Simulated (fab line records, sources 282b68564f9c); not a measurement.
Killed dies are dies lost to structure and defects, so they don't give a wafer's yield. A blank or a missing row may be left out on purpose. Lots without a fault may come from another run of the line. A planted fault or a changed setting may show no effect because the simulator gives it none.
fab line records | flow rit_cmos
record lots=16 wafers=48 last_day=7
route steps=202 shown ACTIVE@12 NWELL@31 NRETRO@62 SILICIDE@167 M1@202
lots that met no fault: from a run of the same line without faults
start_h: hours from the record's first day to the start of the lot's first wafer shown | wait_h: hours since the lot's step before | " the same as in the row above | L1.1+2: a row that stands for several wafers | - no value, or no start given | * or withheld: withheld | < > ~ a bound
route shown NAME@n: a module of which the file shows steps, and the number in the route of the first | usual: mean/standard deviation of fault-free wafers | same: alike in all rows | chamber/n: place in a boat | sites: the reading at each site | _std_site: their standard deviation | _edge_site: outer sites' mean less inner sites' | radius_mm: how far each site lies from the wafer's centre | mask NAME#n: copy n | behind: the tool/chamber that last shaped the wafer | hold: why the lot was held/for how many hours/how that ended | device: the transistor (n, p or np) that didn't switch | end of line: the same wafers' tests at the end of the route | a step without rows: its recipe alone | killed: dies lost to structure and defects at the first sort, not the wafer's yield | map: a wafer's dies, x killed, . not, _ none there
set.NAME: the setting as run; set.NAME@STEP: as run at that earlier step | model.NAME: the simulator's own value behind a step, which no gauge read
steps of the route over a sample of lots; a table a step, a row a wafer
services: from which hour (start_h, from the record's first day; less than 0 if before it) a tool's chamber was out of use, for how many hours, and why
## steps
# step RIT_ACTIVE_CD_MEAS_11
# recipe target_cd_nm=1400
# usual cd_nm=1400.2/2.2
# columns lot.wafer tool chamber start_h wait_h cd_nm
L337.2 cd_sem-01 - 22.56 - 1398.1
L337.3 " - " " 1397.0
L337.6 " - " " 1399.7
L338.2 cd_sem-02 - 25.57 - 1399.6
L338.3 " - " " 1397.3
L338.5 " - " " 1396.7
L339.1 cd_sem-02 - 29.44 - 1399.0
L339.2 " - " " 1400.5
L339.4 " - " " 1399.2
L340.3 cd_sem-01 - 36.87 - 1402.1
L340.4 " - " " 1402.0
L340.6 " - " " 1400.2
L341.1 cd_sem-02 - 39.62 - 1400.1
L341.3 " - " " 1399.9
L341.5 " - " " 1399.5
L342.1 cd_sem-02 - 44.69 - 1397.8
L342.3 " - " " 1397.8
L342.4 " - " " 1398.5
L343.1 cd_sem-02 - 50.66 - 1398.3
L343.5 " - " " 1398.6
L343.6 " - " " 1398.2
L345.1 cd_sem-02 - 59.69 - 1404.4
L345.2 " - " " 1405.0
L345.6 " - " " 1402.5
L346.3 cd_sem-01 - 65.65 - 1401.8
L346.4 " - " " 1402.7
L346.6 " - " " 1402.8
L349.2 cd_sem-02 - 79.76 - 1398.8
L349.4 " - " " 1401.5
L349.5 " - " " 1400.9
L351.1 cd_sem-02 - 89.44 - 1400.7
L351.4 " - " " 1401.7
L351.5 " - " " 1400.1
L352.1 cd_sem-02 - 99.46 - 1400.3
L352.3 " - " " 1401.7
L352.4 " - " " 1400.3
L353.1 cd_sem-01 - 99.70 - 1400.3
L353.2 " - " " 1401.2
L353.4 " - " " 1403.0
L355.1 cd_sem-02 - 110.70 - 1401.3
L355.2 " - " " 1400.4
L355.5 " - " " 1400.7
L356.1 cd_sem-02 - 114.88 - 1399.9
L356.4 " - " " 1400.1
L356.6 " - " " 1400.7
L357.2 cd_sem-01 - 119.76 - 1397.9
L357.3 " - " " 1399.2
L357.6 " - " " 1396.7
# step RIT_NWELL_EXPOSE_03
# recipe mask_id=M2 na=0.57 target_cd_nm=43900 dose_mj=250
# columns lot.wafer tool chamber start_h wait_h mask
L337.2+3+6 iline_stepper-01 0 30.14 0.1 M2#0
L338.2+3+5 iline_stepper-01 0 35.08 0.1 M2#0
L339.1+2+4 iline_stepper-01 0 40.03 0.1 M2#0
L340.3+4+6 iline_stepper-02 0 44.01 0.2 M2#0
L341.1+3+5 iline_stepper-01 0 46.71 0.2 M2#0
L342.1+3+4 iline_stepper-01 0 52.78 0.1 M2#0
L343.1+5+6 iline_stepper-02 0 62.57 0.2 M2#0
L345.1+2+6 iline_stepper-02 0 69.18 0.5 M2#0
L346.3+4+6 iline_stepper-02 0 73.01 0.1 M2#0
L349.2+4+5 iline_stepper-02 0 85.63 0.2 M2#0
L351.1+4+5 iline_stepper-01 0 99.94 0.1 M2#0
L352.1+3+4 iline_stepper-02 0 105.44 0.2 M2#0
L353.1+2+4 iline_stepper-02 0 105.56 0.3 M2#0
L355.1+2+5 iline_stepper-01 0 116.75 0.2 M2#0
L356.1+4+6 iline_stepper-01 0 122.06 0.1 M2#0
L357.2+3+6 iline_stepper-01 0 125.90 0.1 M2#0
# step RIT_NWELL_OVL_MEAS_06
# usual NWELL_OVL=0.7/1.4
# columns lot.wafer tool chamber start_h wait_h NWELL_OVL[nm]
L337.2 overlay-02 - 30.55 - -0.7
L337.3 " - " " -0.7
L337.6 " - " " -1.4
L338.2 overlay-02 - 35.50 - -2.0
L338.3 " - " " 0.1
L338.5 " - " " -0.1
L339.1 overlay-02 - 40.46 - -0.6
L339.2 " - " " 0.9
L339.4 " - " " 0.7
L340.3 overlay-01 - 44.48 - 1.6
L340.4 " - " " 0.0
L340.6 " - " " 0.1
L341.1 overlay-01 - 47.14 - -0.7
L341.3 " - " " 0.9
L341.5 " - " " 0.1
L342.1 overlay-01 - 53.21 - 0.3
L342.3 " - " " 1.0
L342.4 " - " " -0.4
L343.1 overlay-01 - 63.00 - 2.6
L343.5 " - " " 3.7
L343.6 " - " " 3.2
L345.1 overlay-01 - 69.68 - 0.8
L345.2 " - " " 0.8
L345.6 " - " " 0.3
L346.3 overlay-02 - 73.41 - -149.4
L346.4 " - " " -149.4
L346.6 " - " " -148.8
L349.2 overlay-02 - 86.05 - -150.1
L349.4 " - " " -149.3
L349.5 " - " " -150.4
L351.1 overlay-02 - 100.37 - -1.0
L351.4 " - " " -0.6
L351.5 " - " " -1.0
L352.1 overlay-01 - 105.87 - -149.4
L352.3 " - " " -150.0
L352.4 " - " " -148.1
L353.1 overlay-02 - 105.99 - -150.0
L353.2 " - " " -150.5
L353.4 " - " " -150.2
L355.1 overlay-02 - 117.18 - -1.4
L355.2 " - " " -2.1
L355.5 " - " " -0.1
L356.1 overlay-01 - 122.49 - 2.8
L356.4 " - " " 1.6
L356.6 " - " " 2.9
L357.2 overlay-02 - 126.32 - 3.4
L357.3 " - " " 2.6
L357.6 " - " " 4.1
# step RIT_NRETRO_STRIP_09
# recipe chemistry=O2 time_s=180 resist=NOVOLAK platen_temp_c=withheld power_w=500 pressure_mtorr=4000 o2_flow_sccm=4000
# usual drypump_motor_current_A=6.20/0.27
# columns lot.wafer tool chamber start_h wait_h drypump_motor_current_A rf_hours_counter_h
L337.2 plasma_asher-03 1 41.82 0.1 6.29 39
L337.3 " 1 " " 6.34 -
L337.6 " 0 " " 6.05 -
L338.2 plasma_asher-04 1 45.43 0.1 5.57 37
L338.3 " 1 " " 5.56 -
L338.5 " 0 " " 5.85 -
L339.1 plasma_asher-02 1 50.22 0.1 6.50 42
L339.2 " 0 " " 6.38 42
L339.4 " 0 " " 6.32 -
L340.3 plasma_asher-03 1 55.22 0.1 6.31 -
L340.4 " 0 " " 6.07 -
L340.6 " 1 " " 6.34 -
L341.1 plasma_asher-02 1 58.16 0.1 6.47 43
L341.3 " 0 " " 6.39 -
L341.5 " 1 " " 6.54 -
L342.1 plasma_asher-02 0 65.71 0.1 6.40 44
L342.3 " 1 " " 6.54 -
L342.4 " 0 " " 6.37 -
L343.1 plasma_asher-03 1 73.17 0.1 6.31 43
L343.5 " 0 " " 6.05 -
L343.6 " 1 " " 6.31 -
L345.1 plasma_asher-04 1 79.94 0.1 5.56 38
L345.2 " 0 " " 5.86 38
L345.6 " 1 " " 5.56 -
L346.3 plasma_asher-03 1 84.01 0.1 6.36 -
L346.4 " 0 " " 6.03 -
L346.6 " 1 " " 6.31 -
L349.2 plasma_asher-02 1 97.56 0.1 6.49 48
L349.4 " 0 " " 6.36 -
L349.5 " 1 " " 6.48 -
L351.1 plasma_asher-03 1 112.00 0.1 6.34 48
L351.4 " 0 " " 6.08 -
L351.5 " 0 " " 6.05 -
L352.1 plasma_asher-04 1 116.92 0.1 5.57 42
L352.3 " 1 " " 5.57 -
L352.4 " 0 " " 5.85 -
L353.1 plasma_asher-03 0 117.17 0.1 6.04 49
L353.2 " 1 " " 6.33 49
L353.4 " 0 " " 6.06 -
L355.1 plasma_asher-02 0 126.45 0.1 6.40 1
L355.2 " 1 " " 6.49 1
L355.5 " 1 " " 6.53 -
L356.1 plasma_asher-02 0 131.75 0.1 6.39 1
L356.4 " 1 " " 6.48 -
L356.6 " 0 " " 6.42 -
L357.2 plasma_asher-03 0 135.54 0.1 6.10 51
L357.3 " 0 " " 6.08 -
L357.6 " 1 " " 6.35 -
# step RIT_SILICIDE_RTA_06
# recipe temp_c=750 time_s=10 idle_temp_c=25 ramp_up_s=5 ramp_down_s=10 cool_to_c=25 ambient=N2
# usual wafer_temp_C_max=752.8/0.69
# columns lot.wafer tool chamber start_h wait_h wafer_temp_C_max
L337.2 rtp_anneal-02 0 70.26 0.0 752.5
L337.3 " 0 " " 753.3
L337.6 " 0 " " 753.2
L338.2 rtp_anneal-01 0 73.81 0.0 751.8
L338.3 " 0 " " 752.4
L338.5 " 0 " " 752.3
L339.1 rtp_anneal-02 0 77.71 0.0 753.4
L339.2 " 0 " " 752.6
L339.4 " 0 " " 753.6
L340.3 rtp_anneal-01 0 79.92 0.0 752.8
L340.4 " 0 " " 753.4
L340.6 " 0 " " 752.1
L341.1 rtp_anneal-02 0 82.75 0.0 753.4
L341.3 " 0 " " 754.9
L341.5 " 0 " " 753.3
L342.1 rtp_anneal-01 0 90.48 0.0 751.7
L342.3 " 0 " " 751.9
L342.4 " 0 " " 752.6
L343.1 rtp_anneal-02 0 96.67 0.0 753.1
L343.5 " 0 " " 752.0
L343.6 " 0 " " 752.8
L345.1 rtp_anneal-02 0 105.10 0.0 752.4
L345.2 " 0 " " 752.9
L345.6 " 0 " " 752.8
L346.3 rtp_anneal-01 0 110.07 0.0 752.7
L346.4 " 0 " " 751.8
L346.6 " 0 " " 752.8
L349.2 rtp_anneal-02 0 120.41 0.0 753.1
L349.4 " 0 " " 754.0
L349.5 " 0 " " 752.4
L351.1 rtp_anneal-02 0 135.22 0.0 752.5
L351.4 " 0 " " 752.1
L351.5 " 0 " " 752.3
L352.1 rtp_anneal-01 0 138.22 0.0 752.1
L352.3 " 0 " " 753.0
L352.4 " 0 " " 752.5
L353.1 rtp_anneal-02 0 141.04 0.0 752.3
L353.2 " 0 " " 753.1
L353.4 " 0 " " 753.3
L355.1 rtp_anneal-02 0 150.52 0.0 753.7
L355.2 " 0 " " 753.7
L355.5 " 0 " " 752.8
L356.1 rtp_anneal-01 0 154.26 0.0 752.8
L356.4 " 0 " " 752.9
L356.6 " 0 " " 752.6
L357.2 rtp_anneal-02 0 160.60 0.0 753.6
L357.3 " 0 " " 753.4
L357.6 " 0 " " 753.5
# step RIT_M1_PROBE_99
# usual killed_at_M0_to_M3=0.0/0.16 killed_at_contacts=0.1/0.24 killed_at_front_end=7/3.2 killed_dies=7/3.2 killed_open=3.4/2 killed_short=3.5/2.2
# same gross_dies=264 killed_at_M4_up=0 killed_at_back_side=0 killed_at_other=0
# columns lot.wafer tool chamber start_h wait_h killed_at_M0_to_M3 killed_at_contacts killed_at_front_end killed_dies killed_open killed_short
L346.3 prober-02 - 116.85 0.2 0 0 5 5 2 3
L346.4 prober-02 - 116.90 0.2 0 0 5 5 3 2
L346.6 prober-02 - 117.00 0.2 0 0 5 5 3 2
# killed by level:class
L346.3 FOX1:geometric_particle:short=1 FOX2:geometric_particle:short=1 GATE:geometric_particle:open=1 REOX:geometric_particle:open=1 SPACER:geometric_particle:short=1
L346.4 FOX2:geometric_particle:open=1 GATE:geometric_particle:open=1 GATE:geometric_particle:short=1 SPACER:geometric_particle:short=1 SPACER:geometric_particle:open=1
L346.6 SILICIDE:geometric_particle:open=2 GATE:geometric_particle:short=1 GATE:geometric_particle:open=1 REOX:geometric_particle:short=1
## services
# columns tool chamber start_h hours kind
iline_stepper-01 - 9.73 1.7 pm
plasma_asher-04 - 46.63 28.1 pm
iline_stepper-01 - 58.23 2.1 pm
iline_stepper-01 - 60.32 - consumable_replace:lamp
plasma_asher-04 - 86.48 2.8 pm
iline_stepper-01 - 105.38 7.3 repair
plasma_asher-02 - 108.75 9.0 pm
plasma_asher-02 0 108.75 9.0 vent_cycle
plasma_asher-02 1 108.75 9.0 vent_cycle
iline_stepper-02 - 116.02 1.0 repair
plasma_asher-02 0 117.75 - clean
plasma_asher-02 1 117.75 - clean
plasma_asher-03 - 121.60 2.2 repair
## key
first_sign step=RIT_NWELL_OVL_MEAS_06 reading=NWELL_OVL direction=down sigmas=99+ usual=0.7 struck=-149.6
effect none on later readings
met_at RIT_NWELL_EXPOSE_03
struck_lots L346,L349,L352,L353
tester_left_out L346,L349,L352,L353
not_acting_at RIT_ACTIVE_CD_MEAS_11,RIT_NRETRO_STRIP_09,RIT_SILICIDE_RTA_06
onset_between 69.18 73.01
fault kind=scanner_matching_overlay tool=iline_stepper-02 chamber=- onset_h=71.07 steps=RIT_NWELL_EXPOSE_03 offset=-150
# tester_left_out: of these lots the tester's yield and bins aren't shown, on N5 and GAA mostly nor the transistor test; their killed dies are dies lost to structure and defects alone, not to doping, threshold or leakage, so they don't give the yield
